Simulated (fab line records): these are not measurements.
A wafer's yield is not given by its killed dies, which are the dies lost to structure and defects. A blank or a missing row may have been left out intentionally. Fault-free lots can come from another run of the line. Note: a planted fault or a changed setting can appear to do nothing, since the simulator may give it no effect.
2 desks, one fault ; flow berkeley_cmos170 ; only its own numbers are on each desk; what lay behind them is given at the end

== AT THE TOOL OWNER'S DESK: implanter-02 ==
The tool's own readings at UCB170_NSD_IMPLANT_08: means of the sampled wafers that have a number, for each lot that ran on this tool. Marked OUT: a lot whose mean sits more than 4 standard deviations from the usual mean, which makes it out of limits; the brackets give that distance.
Columns: A = dose_ions_cm2 at UCB170_NSD_IMPLANT_08, usual 3e+15; B = end_station_pressure_torr at UCB170_NSD_IMPLANT_08, usual 1.25e-05 Torr; C = faraday_current_uA at UCB170_NSD_IMPLANT_08, usual 9266; D = tilt_deg at UCB170_NSD_IMPLANT_08, usual 6.999 degrees
lot;first seen here;A;B;C;D
L842;day 8 18:58;3e+15;1.33e-05;9355;6.993
L844;day 9 09:40;3e+15;1.19e-05;9297;7.019
L845;day 9 10:18;3e+15;1.31e-05;9376;7.019
L852;day 11 00:02;5e+15 (+99 or more) OUT;1.65e-05 (+5.9) OUT;13931 (+26) OUT;7.010
L854;day 11 13:45;5e+15 (+99 or more) OUT;1.58e-05 (+4.9) OUT;13925 (+26) OUT;6.999
This desk finds L852, L854 out of limits, L852 being first, at day 11 00:02 (dose_ions_cm2 at UCB170_NSD_IMPLANT_08). Within limits: L842, L844, L845.

== AT THE METROLOGY DESK ==
What the gauges read, lot by lot, whatever tool the lot ran on: means of the sampled wafers that have a number. Marked OUT: a lot whose mean sits more than 4 standard deviations from the usual mean, which makes it out of limits; the brackets give that distance.
Columns: A = NSD_TW at UCB170_NSD_TW_MEAS_10, usual 4202; B = NSD_RS at UCB170_SDANNEAL_RS_MEAS_03, usual 37.24 ohm/sq
lot;first seen here;A;B
L840;day 8 05:23;4232;37.23
L839;day 8 05:23;4171;37.39
L842;day 8 19:13;4181;37.14
L844;day 9 09:55;4180;37.23
L845;day 9 10:33;4192;37.26
L848;day 9 21:05;4182;37.35
L850;day 10 18:59;4221;37.19
L852;day 11 00:17;4374 (+6.1) OUT;31.93 (-53) OUT
L854;day 11 13:58;4364 (+5.8) OUT;31.84 (-54) OUT
L856;day 11 21:28;4207;37.19
L859;day 12 04:40;4169;37.24
L860;day 12 04:56;4219;37.35
L861;day 13 07:29;4192;37.24
L862;day 13 08:04;4195;37.36
This desk's finding: out of limits on L852, L854; first on L852, day 11 00:17 (NSD_TW at UCB170_NSD_TW_MEAS_10). Within limits: L840, L839, L842, L844, L845, L848, L850, L856, L859, L860, L861, L862.

== ALL TOGETHER ==
The tool owner's desk could have raised an alarm at day 11 00:02, on L852, L854.
An alarm was possible from the metrology desk at day 11 00:17, on L852, L854.
Of the lots named, all ran UCB170_NSD_IMPLANT_08 on implanter-02.

== WHAT THE SIMULATOR HAD INSERTED ==
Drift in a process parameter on implanter-02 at UCB170_NSD_IMPLANT_08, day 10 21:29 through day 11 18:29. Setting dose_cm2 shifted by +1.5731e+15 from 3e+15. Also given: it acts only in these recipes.
Struck lots among those shown: L852, L854.
Hours from the fault's start to each desk's first reading out of limits: the tool owner's desk, 3; the metrology desk, 3.
